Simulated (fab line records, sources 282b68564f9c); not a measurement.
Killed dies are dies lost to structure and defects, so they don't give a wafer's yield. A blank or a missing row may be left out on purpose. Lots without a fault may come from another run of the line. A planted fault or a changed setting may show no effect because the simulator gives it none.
A struck lot beside a sound one | flow rit_cmos | 44 steps out of a route of 202
Sound: wafers L327.1, L327.4, L327.5. Struck: wafers L341.2, L341.3, L341.4. The cause comes at the end.
At each step with rows: each side's tool, then ch and its chambers, then its first start. Under that, the readings that differ: sound wafers | struck wafers | difference of the means | sigmas: that difference in standard deviations of wafers without a fault.
alike: readings whose means differ by less than 2 such deviations, and words and numbers that are the same on both sides. not compared: withheld readings, readings that some wafer has no value for, bounds like >300 that may hide the same value, and numbers for which the record gives no deviation and whose values overlap.
The two part at a step that has a row with sigmas, a row that says differs or no value, or rows on one side only. Numbers that don't overlap but have no deviation are shown without sigmas and don't part them. A reading that every wafer of one side lacks parts them only if that side has two wafers or more.

first, 1 step without rows for these wafers: RIT_PRETRO_IMPLANT_08.
RIT_PRETRO_STRIP_09: strips in O2, time 180 s.
  sound on plasma_asher-02 ch 0, day 2 08:45; struck on plasma_asher-02 ch 0,1, day 5 06:30
  alike: drypump_motor_current_A, o2_flow_sccm
  not compared: rf_hours_counter_h
RIT_PRETRO_TW_MEAS_10:
  sound on film_metro-01, day 2 08:55; struck on film_metro-02, day 5 06:41
  alike: PRETRO_TW
then, 5 steps without rows for these wafers: RIT_GATE_WET_ETCH_00 (etches SiO2 in BOE, target depth 56 nm, time 60 s); RIT_GATE_CLEAN_01 (cleans in SC1, time 600 s); RIT_GATE_CLEAN_02 (cleans in dHF, time 30 s); RIT_GATE_CLEAN_03 (cleans in SC2, time 600 s); RIT_GATE_CLEAN_04 (cleans in dHF, time 60 s).
RIT_FOX2_THK_MEAS_91:
  sound on film_metro-02, day 2 09:26; struck on film_metro-01, day 5 07:10
  reading                     | sound       | struck      | difference | sigmas
  FIELD_OXIDE_LEFT_2_THK (nm) | 262 268 264 | 255 254 247 | -13        | -2
then, 2 steps without rows for these wafers: RIT_GATE_OXIDATION_05 (target thk 3 nm, ox time 270 s); RIT_GATE_ANNEAL_06 (time 600 s).
RIT_GATE_THK_MEAS_07:
  sound on film_metro-02, day 2 10:49; struck on film_metro-02, day 5 08:33
  alike: GATE_OXIDE_THK
RIT_GATE_CVD_08: deposits poly-Si from SiH4, target thk 250 nm, time 2220 s.
  sound on lpcvd-02 ch 1, day 2 10:53; struck on lpcvd-02 ch 0, day 5 08:36
  reading                                  | sound             | struck            | difference | sigmas
  pressure_mtorr (mTorr)                   | 300.4 300.0 300.5 | 359.2 359.3 359.2 | +58.9      | +98
  model.poly-Si_of_GATE_CVD_08.thk_nm (nm) | 251 254.7 251     | 269.7 269.5 267.7 | +16.7      |
  alike: spike_tc_centre_C, spike_tc_source_C
RIT_GATE_THK_MEAS_09:
  sound on film_metro-02, day 2 12:30; struck on film_metro-03, day 5 10:14
  reading            | sound             | struck            | difference | sigmas
  GATE_POLY_THK (nm) | 251.0 254.7 251.0 | 269.8 269.4 267.7 | +16.7      | +8
then, 6 steps without rows for these wafers: RIT_GATE_HMDS_10 (prime time 60 s); RIT_GATE_COAT_11 (resist thk 850 nm); RIT_GATE_SOFTBAKE_12 (time 60 s); RIT_GATE_EXPOSE_13 (exposes mask M6, target cd 150 nm); RIT_GATE_PEB_14; RIT_GATE_DEVELOP_15 (develop time 50 s).
RIT_GATE_CD_MEAS_16: target cd 150 nm.
  sound on cd_sem-02, day 2 13:25; struck on cd_sem-02, day 5 11:09
  reading    | sound             | struck            | difference | sigmas
  cd_nm (nm) | 151.7 151.6 150.5 | 147.1 146.7 147.1 | -4.3       | -2
RIT_GATE_OVL_MEAS_17:
  sound on overlay-02, day 2 13:32; struck on overlay-02, day 5 11:16
  alike: GATE_OVL
then, 1 step without rows for these wafers: RIT_GATE_HARDBAKE_18 (time 60 s).
RIT_GATE_ETCH_19: etches poly-Si in SF6/CHF3/O2, stops on SiO2, time 165 s, target depth 312.5 nm.
  sound on rie_si-01 ch 0,2, day 2 13:43; struck on rie_si-01 ch 1,2,3, day 5 11:26
  reading                          | sound             | struck            | difference | sigmas
  oes_product_au (a.u.)            | 0.860 0.862 0.864 | 0.896 0.904 0.903 | +0.039     | +4
  model.etch.depth_nm (nm)         | 251 254.7 251     | 269.7 269.5 267.7 | +16.7      |
  model.GATE.feature_depth_nm (nm) | 251 254.7 251     | 269.7 269.5 267.7 | +16.7      |
  alike: drypump_motor_current_A, throttle_valve_pct
  not compared: rf_hours_counter_h
RIT_GATE_STRIP_20: strips in O2, time 180 s.
  sound on plasma_asher-04 ch 0,1, day 2 13:49; struck on plasma_asher-01 ch 0,1, day 5 11:33
  alike: drypump_motor_current_A, o2_flow_sccm
  not compared: rf_hours_counter_h
RIT_GATE_CD_MEAS_90: target cd 150 nm.
  sound on cd_sem-01, day 2 14:00; struck on cd_sem-01, day 5 11:44
  reading    | sound             | struck            | difference | sigmas
  cd_nm (nm) | 152.1 151.2 150.6 | 147.0 146.5 147.0 | -4.5       | -2
then, 4 steps without rows for these wafers: RIT_REOX_CLEAN_00 (cleans in SC1, time 600 s); RIT_REOX_CLEAN_01 (cleans in dHF, time 30 s); RIT_REOX_CLEAN_02 (cleans in SC2, time 600 s); RIT_REOX_OXIDATION_03 (target thk 25.2 nm, ox time 5580 s).
RIT_REOX_THK_MEAS_04:
  sound on film_metro-01, day 2 17:16; struck on film_metro-03, day 5 14:47
  alike: REOX_OXIDE_THK
then, 6 steps without rows for these wafers: RIT_NLDD_HMDS_00 (prime time 60 s); RIT_NLDD_COAT_01 (resist thk 1000 nm); RIT_NLDD_SOFTBAKE_02 (time 60 s); RIT_NLDD_EXPOSE_03 (exposes mask M7, target cd 40700 nm); RIT_NLDD_PEB_04; RIT_NLDD_DEVELOP_05 (develop time 50 s).
RIT_NLDD_OVL_MEAS_06:
  sound on overlay-02, day 2 18:25; struck on overlay-01, day 5 15:43
  alike: NLDD_OVL
then, 2 steps without rows for these wafers: RIT_NLDD_HARDBAKE_07 (time 60 s); RIT_NLDD_IMPLANT_08.
RIT_NLDD_STRIP_09: strips in O2, time 180 s.
  sound on plasma_asher-03 ch 0,1, day 2 18:45; struck on plasma_asher-04 ch 0,1, day 5 16:02
  alike: drypump_motor_current_A, o2_flow_sccm
  not compared: rf_hours_counter_h
RIT_NLDD_TW_MEAS_10:
  sound on film_metro-02, day 2 18:56; struck on film_metro-04, day 5 16:13
  alike: NLDD_TW
RIT_SDANNEAL_CLEAN_02: cleans in SC2, time 600 s.
  sound on wet_bench-03 ch 1, day 3 02:37; struck on wet_bench-04 ch 2, day 5 23:23
  reading                                  | sound             | struck          | difference | sigmas
  model.poly-Si_of_GATE_CVD_08.thk_nm (nm) | 165.7 169.2 165.6 | 184.9 185 179.7 | +16.4      |
RIT_M1_PROBE_99:
  sound on prober-02, day 3 10:40; struck on prober-01, day 6 07:03
  reading                                          | sound                | struck               | difference | sigmas
  killed_at_M0_to_M3                               | 0 0 0                | 0 1 0                | +0         | +3
  model.etest.nmos_turned.drive_ua_um              | 314.6 309 302        | 288.3 286.8 297.8    | -17.6      |
  model.etest.poly_comb_over_steps.leak_log10_a_um | -12.76 -12.93 -12.85 | -12.21 -9.024 -9.439 | +2.62      |
  alike: killed_at_contacts, killed_at_front_end, killed_dies, killed_open, killed_short
  not compared: model.etest.pmos_turned.r_on_ohm_um, model.etest.pmos_turned.drive_ua_um

WHERE THEY PART
First at RIT_FOX2_THK_MEAS_91; last, within this record, at RIT_M1_PROBE_99.

WHY: what the simulator had put in
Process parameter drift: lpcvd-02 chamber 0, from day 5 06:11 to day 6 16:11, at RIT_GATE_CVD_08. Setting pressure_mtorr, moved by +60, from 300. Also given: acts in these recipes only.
